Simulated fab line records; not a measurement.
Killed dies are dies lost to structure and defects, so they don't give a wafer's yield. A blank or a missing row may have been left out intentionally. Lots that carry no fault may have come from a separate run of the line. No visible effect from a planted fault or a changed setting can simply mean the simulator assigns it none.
Which tool was responsible? -- flow rit-cmos -- 21 wafers from 7 lots sampled at 2 of the route's 202 steps

== WHAT EACH GAUGE READ, for each wafer ==
RIT_SILICIDE_RS_MEAS_02: measurement is done with a four-point probe.
lot,measured,on,SILICIDE_TI_RS (ohm/sq)
L763,day 3 16:34,film-metro-04,47.4 47.9 47.7
L765,day 4 06:09,film-metro-04,47.5 48.7 47.6
L767,day 4 14:31,film-metro-01,47.7 48.1 47.5
L769,day 4 20:43,film-metro-02,48.5 47.2 47.7
L776,day 6 13:19,film-metro-01,45.3 45.6 45.3
L778,day 7 04:31,film-metro-04,44.9 45.4 45.3
L783,day 8 16:33,film-metro-04,46.0 45.6 46.6

== WHAT TOOL EACH LOT RAN ON (gives the tool, then ch and the chambers of the sampled wafers, and finally the start) ==
lot,RIT_SILICIDE_SPUTTER_01
L763,"pvd-sputter-01, day 3 16:23"
L765,"pvd-sputter-01, day 4 06:00"
L767,"pvd-sputter-01, day 4 14:22"
L769,"pvd-sputter-01, day 4 20:34"
L776,"pvd-sputter-01, day 6 13:10"
L778,"pvd-sputter-01, day 7 04:20"
L783,"pvd-sputter-03, day 8 16:24"
- RIT_SILICIDE_SPUTTER_01: material Ti, target thk 30 nm, time 240 s.

== THE ANSWER, worked out from the rows above alone ==
Rule: the lots themselves supply what counts as usual. Put in order of their means at a reading, lots are off if they are a third of the lots or fewer, leave a main group of 4 or more, and stand apart from it by a gap of 3 or more times the standard deviation of the main group's means; of several such gaps the widest counts. If all means in a main group match to the digits the tables above print for the reading, that group is not used. A lot without any number at a reading at which 4 lots or more have one is off too. Where the step has rows for the other lots, those lots are counted as sound.
Nothing can be told from this: no lot is off at any reading shown.

== WHAT THE SIMULATOR PUT IN ==
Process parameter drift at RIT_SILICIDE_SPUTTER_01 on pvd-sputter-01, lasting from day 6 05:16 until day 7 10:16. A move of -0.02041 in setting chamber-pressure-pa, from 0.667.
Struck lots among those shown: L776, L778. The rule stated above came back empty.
